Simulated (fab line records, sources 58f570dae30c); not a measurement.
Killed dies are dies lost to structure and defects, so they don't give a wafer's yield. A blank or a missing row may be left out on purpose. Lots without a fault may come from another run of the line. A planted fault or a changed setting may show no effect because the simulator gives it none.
Which tool did it? | flow berkeley_cmos170 | 7 lots, 21 wafers sampled, at 1 step of a route of 331

WHAT THE GAUGES READ, wafer by wafer
UCB170_V1_THK_MEAS_04.
lot  | measured     | on            | V1_POLISHED_THK (nm)
L362 | day 7 17:28  | film_metro-02 | 999.1 999.7 998.9
L368 | day 8 13:52  | film_metro-01 | 1001.6 1000.3 1001.5
L371 | day 9 00:18  | film_metro-02 | 1001.3 1000.8 999.9
L366 | day 9 03:08  | film_metro-02 | 1000.3 998.8 999.5
L377 | day 10 09:35 | film_metro-04 | 998.6 1000.6 1000.0
L381 | day 11 11:54 | film_metro-02 | 1000.1 1000.6 998.8
L384 | day 12 00:10 | film_metro-02 | 1002.3 1000.8 1000.2

WHICH TOOL RAN EACH LOT (tool, then ch and the chambers of the sampled wafers, then the start)
The record holds no process step before these readings.

THE ANSWER, worked out from the rows above alone
Rule: what is usual is taken from the lots themselves. Put in order of their means at a reading, lots are off if they are a third of the lots or fewer, leave a main group of 4 or more, and stand apart from it by a gap of 3 or more times the standard deviation of the main group's means; of several such gaps the widest counts. A main group whose means are all the same, to the digits that the tables above print for the reading, isn't used. A lot without any number at a reading at which 4 lots or more have one is off too. The other lots that the step has rows for count as sound.
No lot is off at any reading shown: from this, nothing can be told.

WHAT THE SIMULATOR HAD PUT IN
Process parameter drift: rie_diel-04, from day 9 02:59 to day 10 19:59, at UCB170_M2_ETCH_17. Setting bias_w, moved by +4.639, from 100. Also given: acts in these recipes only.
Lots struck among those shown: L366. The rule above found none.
